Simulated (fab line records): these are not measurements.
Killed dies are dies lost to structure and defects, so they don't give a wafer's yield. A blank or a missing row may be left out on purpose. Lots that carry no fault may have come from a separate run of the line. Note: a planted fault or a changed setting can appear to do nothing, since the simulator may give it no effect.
A lot that was struck, set against a sound lot + flow ritCmos + 17 out of 202 route steps
Sound: wafers L360.1, L360.4, L360.6. Struck: wafer L375.1. (L375.3, L375.5 of the same lot were not struck and are left out.) The cause comes at the end.
Order at every step that has rows: each side's tool, ch and its chambers, its first start. Under that, the readings that differ: sound wafers + struck wafers + difference of the means + sigmas: that difference in standard deviations of wafers without a fault.
alike: readings whose means differ by less than 2 such deviations, and words and numbers that are the same on both sides. not compared: withheld readings, readings that some wafer has no value for, bounds like >300 that may hide the same value, and numbers for which the record gives no deviation and whose values overlap.
Wherever a step has rows on one side only, a row that says differs or no value, or a row with sigmas, the two part there. When numbers do not overlap yet have no deviation, they are printed without sigmas and do not part them. Lack of a reading on every wafer of one side parts them only where that side has two or more wafers.

first, 1 step without rows for these wafers: RIT_PSD_IMPLANT_08.
RIT_PSD_STRIP_09: strips in O2, time 180 s.
  sound on plasmaAsher-01 ch 0,1, day 3 16:43; struck on plasmaAsher-02 ch 1, day 7 01:08
  alike: drypumpMotorCurrentA
  not compared: rfHoursCounterH
RIT_PSD_TW_MEAS_10:
  sound: filmMetro-02 at day 3 16:53; struck: filmMetro-04 at day 7 01:19
| reading | sound          | struck | difference | sigmas |
|---------|----------------|--------|------------|--------|
| PSD_TW  | 3474 3468 3474 | 3417   | -55        | -2     |
then, 3 steps without rows for these wafers: RIT_SDANNEAL_CLEAN_00 (cleans in SC1, time 600 s); RIT_SDANNEAL_CLEAN_01 (cleans in dHF, time 30 s); RIT_SDANNEAL_CLEAN_02 (cleans in SC2, time 600 s).
RIT_SDANNEAL_RTA_03: time 5 s.
  sound on rtpAnneal-01 ch 0, day 3 17:20; struck on rtpAnneal-02 ch 0, day 7 01:46
  alike: wafer_temp_C_max
RIT_SDANNEAL_RS_MEAS_04: measurement is done with a four-point probe.
  sound: filmMetro-02 at day 3 17:23; struck: filmMetro-01 at day 7 01:50
  alike: PSD_RS
RIT_SDANNEAL_RS_MEAS_05: measurement is done with a four-point probe.
  sound: filmMetro-02 at day 3 17:31; struck: filmMetro-01 at day 7 01:57
  alike: NSD_RS
RIT_SDANNEAL_RS_MEAS_06: measurement is done with a four-point probe.
  sound: filmMetro-02 at day 3 17:38; struck: filmMetro-01 at day 7 02:04
  alike: PLDD_RS
RIT_SDANNEAL_RS_MEAS_07: measurement is done with a four-point probe.
  sound: filmMetro-02 at day 3 17:45; struck: filmMetro-01 at day 7 02:11
  alike: NLDD_RS
then, 1 step without rows for these wafers: RIT_SILICIDE_WET_ETCH_00 (etches SiO2 in BOE, target depth 14 nm, time 15 s).
RIT_SILICIDE_SPUTTER_01: material Ti, target thk 30 nm, time 234.8 s.
  sound: pvdSputter-02 at day 3 17:53; struck: pvdSputter-02 at day 7 02:19
| reading                                    | sound            | struck | difference | sigmas |
|--------------------------------------------|------------------|--------|------------|--------|
| model.Ti_of_SILICIDE_SPUTTER_01.thkNm (nm) | 29.48 29.45 29.2 | 10.77  | -18.61     |        |
  alike: throttleValvePct
RIT_SILICIDE_RS_MEAS_02: measurement is done with a four-point probe.
  sound: filmMetro-04 at day 3 18:02; struck: filmMetro-02 at day 7 02:46
| reading                 | sound          | struck | difference | sigmas      |
|-------------------------|----------------|--------|------------|-------------|
| SILICIDE_TI_RS (ohm/sq) | 48.9 48.9 49.5 | 185.5  | +136.4     | +99 or more |
  not compared: hold
RIT_SILICIDE_THK_MEAS_03: measures by xrf.
  sound: filmMetro-04 at day 3 18:10; struck: filmMetro-02 at day 7 04:32
| reading              | sound          | struck | difference | sigmas |
|----------------------|----------------|--------|------------|--------|
| SILICIDE_TI_THK (nm) | 29.2 29.1 28.9 | 10.6   | -18.5      | -45    |
  not compared: hold
RIT_SILICIDE_RTA_04: time 10 s, ramp up 5 s, ramp down 5 s.
  sound on rtpAnneal-02 ch 0, day 3 18:13; struck on rtpAnneal-01 ch 0, day 7 11:13
| reading | sound | struck                  | difference                   | sigmas |
|---------|-------|-------------------------|------------------------------|--------|
| hold    | - - - | awaitDispo/6.6h/release | no value on the sound wafers |        |
  alike: wafer_temp_C_max
RIT_M1_PROBE_99:
  sound: prober-02 at day 4 01:07; struck: prober-01 at day 7 17:38
| reading          | sound  | struck | difference | sigmas |
|------------------|--------|--------|------------|--------|
| killedAtFrontEnd | 8 12 8 | 2      | -7         | -3     |
| killedDies       | 8 13 8 | 2      | -8         | -3     |
| killedOpen       | 5 8 8  | 1      | -6         | -3     |
  alike: killed_at_M0_to_M3, killedAtContacts, killedShort

== WHERE THEY PART ==
First at RIT_PSD_TW_MEAS_10; last, within this record, at RIT_M1_PROBE_99.

WHY: what had been put in by the simulator
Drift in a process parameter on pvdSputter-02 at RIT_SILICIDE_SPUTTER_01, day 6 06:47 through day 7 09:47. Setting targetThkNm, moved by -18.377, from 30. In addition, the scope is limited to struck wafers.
